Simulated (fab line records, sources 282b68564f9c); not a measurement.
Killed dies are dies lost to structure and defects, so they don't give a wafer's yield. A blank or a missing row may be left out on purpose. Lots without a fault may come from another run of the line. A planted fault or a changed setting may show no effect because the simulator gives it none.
Which tool did it? | flow rit_cmos | 15 lots, 45 wafers sampled, at 2 steps of a route of 202

WHAT THE GAUGES READ, wafer by wafer
RIT_PRETRO_OVL_MEAS_06. Usual: PRETRO_OVL 1.1 nm, standard deviation 1.1.
lot  | measured    | on         | PRETRO_OVL (nm) | flag
L607 | day 2 08:13 | overlay-02 | 1.6 -0.2 0.4    |
L608 | day 2 14:16 | overlay-01 | 1.9 0.6 -1.0    |
L611 | day 3 05:01 | overlay-01 | 1.3 2.2 2.1     |
L612 | day 3 08:43 | overlay-02 | 0.5 2.7 -0.5    |
L615 | day 4 04:23 | overlay-02 | 0.8 1.5 -0.2    |
L617 | day 4 11:47 | overlay-01 | - - -           | OFF
L618 | day 4 16:28 | overlay-01 | - - -           | OFF
L619 | day 4 21:43 | overlay-01 | - - -           | OFF
L620 | day 5 05:20 | overlay-02 | 1.7 1.5 1.7     |
L624 | day 5 21:34 | overlay-01 | 2.2 0.6 -0.2    |
L625 | day 6 01:35 | overlay-01 | 2.8 2.8 2.6     |
L626 | day 6 09:24 | overlay-01 | 1.2 0.0 1.2     |
L628 | day 6 18:04 | overlay-01 | 1.5 1.8 1.0     |
L629 | day 6 22:06 | overlay-01 | 0.0 0.3 0.2     |
L630 | day 7 05:32 | overlay-02 | 0.4 -0.7 -0.6   |

WHICH TOOL RAN EACH LOT (tool, then ch and the chambers of the sampled wafers, then the start)
lot  | RIT_PRETRO_COAT_01
L607 | litho_track-02 ch 0, day 2 07:22
L608 | litho_track-02 ch 0, day 2 13:31
L611 | litho_track-03 ch 0, day 3 04:19
L612 | litho_track-01 ch 0, day 3 08:01
L615 | litho_track-02 ch 0, day 4 03:32
L617 | litho_track-02, day 4 11:04
L618 | litho_track-01, day 4 15:37
L619 | litho_track-02, day 4 20:54
L620 | litho_track-03 ch 0, day 5 04:38
L624 | litho_track-02 ch 0, day 5 20:50
L625 | litho_track-02 ch 0, day 6 00:44
L626 | litho_track-03 ch 0, day 6 08:40
L628 | litho_track-01 ch 0, day 6 17:11
L629 | litho_track-01 ch 0, day 6 21:16
L630 | litho_track-01 ch 0, day 7 04:43
- RIT_PRETRO_COAT_01: resist thk 1300 nm.

WHAT THE TOOLS THEMSELVES READ (means of the sampled wafers that have a number; where no wafer has one, the mark that the record gives instead)
RIT_PRETRO_COAT_01. Usual: chill_plate_temp_C 23.00 C, standard deviation 0.093; dispense_pressure_kPa 52.4 kPa, standard deviation 2.7.
lot  | tool           | chill_plate_temp_C (C) | dispense_pressure_kPa (kPa) | flag
L607 | litho_track-02 | 22.98                  | 49.7                        |
L608 | litho_track-02 | 22.94                  | 49.7                        |
L611 | litho_track-03 | 23.00                  | 54.4                        |
L612 | litho_track-01 | 22.94                  | 55.6                        |
L615 | litho_track-02 | 23.05                  | 49.7                        |
L617 | litho_track-02 | -                      | -                           | OFF
L618 | litho_track-01 | -                      | -                           | OFF
L619 | litho_track-02 | -                      | -                           | OFF
L620 | litho_track-03 | 22.93                  | 54.4                        |
L624 | litho_track-02 | 23.04                  | 49.7                        |
L625 | litho_track-02 | 22.89                  | 49.7                        |
L626 | litho_track-03 | 22.96                  | 54.4                        |
L628 | litho_track-01 | 23.00                  | 55.5                        |
L629 | litho_track-01 | 22.93                  | 55.5                        |
L630 | litho_track-01 | 22.93                  | 55.5                        |

THE ANSWER, worked out from the rows above alone
Rule: a lot is off if the mean of its wafers that have a number lies more than 3 standard deviations from the usual mean. A lot without any number at a reading at which 4 lots or more have one is off too. The other lots that the step has rows for count as sound. The gauges are gone through in route order, then the tools' own readings, and for those a lot's mean is taken as printed above. The first step at which some lot is off is used, and at that step the reading that is off furthest; a lot without a number counts as furthest.
Off: L617, L618, L619, at RIT_PRETRO_OVL_MEAS_06 (PRETRO_OVL). Without a number there: L617, L618, L619.
A tool fits if, at a process step before that reading, it ran every lot that is off, and no sound lot after the first of them. The gauges at RIT_PRETRO_OVL_MEAS_06 aren't tried: what is off there is off at RIT_PRETRO_COAT_01 too, on other tools, and a gauge's error can't cause that. None of those tried fits.

WHAT THE SIMULATOR HAD PUT IN
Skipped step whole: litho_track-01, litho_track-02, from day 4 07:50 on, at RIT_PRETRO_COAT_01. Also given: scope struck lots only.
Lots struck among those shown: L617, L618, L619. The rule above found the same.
